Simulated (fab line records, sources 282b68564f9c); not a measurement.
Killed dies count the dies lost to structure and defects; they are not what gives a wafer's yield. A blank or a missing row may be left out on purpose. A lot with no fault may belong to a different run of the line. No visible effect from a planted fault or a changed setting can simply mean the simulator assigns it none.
The tool behind it: which one? + flow rit_cmos + Sampling: 13 lots, 39 wafers, 4 of 202 route steps

== WHAT THE GAUGES SHOWED, per wafer ==
RIT_FOX2_THK_MEAS_01. Usual: for FOX2_OXIDE_THK the level is 353 nm and the standard deviation is 7.2.
| lot  | measured    | on            | FOX2_OXIDE_THK (nm) | flag |
|------|-------------|---------------|---------------------|------|
| L548 | day 1 19:31 | film_metro-04 | 335 339 335         |      |
| L549 | day 2 00:52 | film_metro-03 | 361 361 368         |      |
| L551 | day 2 10:01 | film_metro-04 | 358 354 361         |      |
| L552 | day 2 17:41 | film_metro-01 | 354 354 353         |      |
| L555 | day 3 05:53 | film_metro-01 | 363 360 358         |      |
| L556 | day 3 12:00 | film_metro-01 | 343 343 343         |      |
| L557 | day 3 15:50 | film_metro-01 | 347 345 347         |      |
| L558 | day 3 21:11 | film_metro-01 | 350 346 350         |      |
| L560 | day 4 06:27 | film_metro-01 | 343 345 343         |      |
| L564 | day 5 02:59 | film_metro-03 | 344 350 355         |      |
| L569 | day 6 03:22 | film_metro-03 | 368 365 370         |      |
| L570 | day 6 09:10 | film_metro-01 | 348 349 347         |      |
| L571 | day 6 13:31 | film_metro-04 | 361 360 362         |      |

RIT_NWELL_TW_MEAS_10. Usual: for NWELL_TW the level is 2148 and the standard deviation is 29.
| lot  | measured    | on            | NWELL_TW       | flag |
|------|-------------|---------------|----------------|------|
| L548 | day 1 22:04 | film_metro-01 | 2166 2167 2166 |      |
| L549 | day 2 03:18 | film_metro-01 | 2181 2182 2185 |      |
| L551 | day 2 12:30 | film_metro-02 | 2181 2184 2176 |      |
| L552 | day 2 20:10 | film_metro-04 | 2122 2131 2129 |      |
| L555 | day 3 08:23 | film_metro-04 | 2130 2106 2124 |      |
| L556 | day 3 14:35 | film_metro-04 | 2112 2120 2130 |      |
| L557 | day 3 18:23 | film_metro-01 | 2164 2149 2172 |      |
| L558 | day 3 23:45 | film_metro-01 | 2165 2155 2162 |      |
| L560 | day 4 09:00 | film_metro-04 | 2114 2115 2116 |      |
| L564 | day 5 05:50 | film_metro-04 | 2117 2132 2126 |      |
| L569 | day 6 05:59 | film_metro-01 | 2183 2181 2167 |      |
| L570 | day 6 11:49 | film_metro-04 | 2122 2124 2109 |      |
| L571 | day 6 16:08 | film_metro-04 | 2114 2127 2127 |      |

RIT_PRETRO_OVL_MEAS_06. Usual: for PRETRO_OVL the level is 0.1 nm and the standard deviation is 1.6.
| lot  | measured    | on         | PRETRO_OVL (nm) | flag |
|------|-------------|------------|-----------------|------|
| L548 | day 2 08:20 | overlay-01 | -0.4 -0.2 0.0   |      |
| L549 | day 2 13:32 | overlay-01 | 1.4 2.0 4.1     |      |
| L551 | day 2 22:49 | overlay-02 | 1.0 0.4 -1.2    |      |
| L552 | day 3 05:59 | overlay-02 | -1.2 -1.1 -0.4  |      |
| L555 | day 3 17:50 | overlay-01 | -1.9 -2.1 -1.1  |      |
| L556 | day 4 00:39 | overlay-01 | -0.4 -0.4 0.5   |      |
| L557 | day 4 03:58 | overlay-01 | -0.5 0.7 0.2    |      |
| L558 | day 4 09:33 | overlay-01 | -0.8 -1.3 1.4   |      |
| L560 | day 4 18:55 | overlay-02 | 2.8 -0.4 0.9    |      |
| L564 | day 5 15:14 | overlay-02 | -0.5 0.6 0.0    |      |
| L569 | day 6 16:01 | overlay-02 | -0.4 1.1 -0.2   |      |
| L570 | day 6 21:45 | overlay-02 | -1.2 -0.3 0.2   |      |
| L571 | day 7 01:55 | overlay-02 | -1.7 -2.0 -1.7  |      |

== WHICH TOOL RAN EACH LOT (tool, then ch and the chambers of the sampled wafers, then the start) ==
| lot  | RIT_FOX2_CLEAN_02              |
|------|--------------------------------|
| L548 | wet_bench-04 ch 3, day 1 19:33 |
| L549 | wet_bench-04 ch 3, day 2 00:55 |
| L551 | wet_bench-02 ch 2, day 2 10:03 |
| L552 | wet_bench-02 ch 2, day 2 17:44 |
| L555 | wet_bench-02 ch 3, day 3 05:56 |
| L556 | wet_bench-02 ch 2, day 3 12:04 |
| L557 | wet_bench-02 ch 0, day 3 15:53 |
| L558 | wet_bench-02 ch 0, day 3 21:15 |
| L560 | wet_bench-03 ch 0, day 4 06:30 |
| L564 | wet_bench-03 ch 0, day 5 03:02 |
| L569 | wet_bench-02 ch 2, day 6 03:26 |
| L570 | wet_bench-04 ch 2, day 6 09:13 |
| L571 | wet_bench-02 ch 3, day 6 13:34 |
- RIT_FOX2_CLEAN_02: cleans in dHF, time 180 s.

== AS READ BY THE TOOLS THEMSELVES (means over the sampled wafers that have a number; for cases with no such wafer, the mark the record gives instead) ==
RIT_FOX2_CLEAN_02. Usual: 208 s for run_length_s, sd 3.8.
| lot  | tool         | run_length_s (s) | flag |
|------|--------------|------------------|------|
| L548 | wet_bench-04 | 205              |      |
| L549 | wet_bench-04 | 205              |      |
| L551 | wet_bench-02 | 212              |      |
| L552 | wet_bench-02 | 211              |      |
| L555 | wet_bench-02 | 207              |      |
| L556 | wet_bench-02 | 204              |      |
| L557 | wet_bench-02 | 205              |      |
| L558 | wet_bench-02 | 205              |      |
| L560 | wet_bench-03 | 214              |      |
| L564 | wet_bench-03 | 214              |      |
| L569 | wet_bench-02 | 164              | OFF  |
| L570 | wet_bench-04 | 207              |      |
| L571 | wet_bench-02 | 206              |      |

== THE ANSWER, worked out from the rows above alone ==
Rule: take the mean of a lot's wafers that have a number; if it is more than 3 standard deviations from the usual mean, the lot is off. Also off: a lot with no number at a reading for which 4 or more lots have one. Any other lot the step has rows for is counted as sound. Order of review: gauges by route order, followed by the tools' own readings, for which a lot's mean as printed above is used. The first step at which some lot is off is used, and at that step the reading that is off furthest; a lot without a number counts as furthest.
Off: L569, at RIT_FOX2_CLEAN_02 (run_length_s).
A tool fits if, at that step or a process step before it, it ran every lot that is off, and no sound lot after the first of them. Of those tried, none fits.

== WHAT WAS PUT IN BY THE SIMULATOR ==
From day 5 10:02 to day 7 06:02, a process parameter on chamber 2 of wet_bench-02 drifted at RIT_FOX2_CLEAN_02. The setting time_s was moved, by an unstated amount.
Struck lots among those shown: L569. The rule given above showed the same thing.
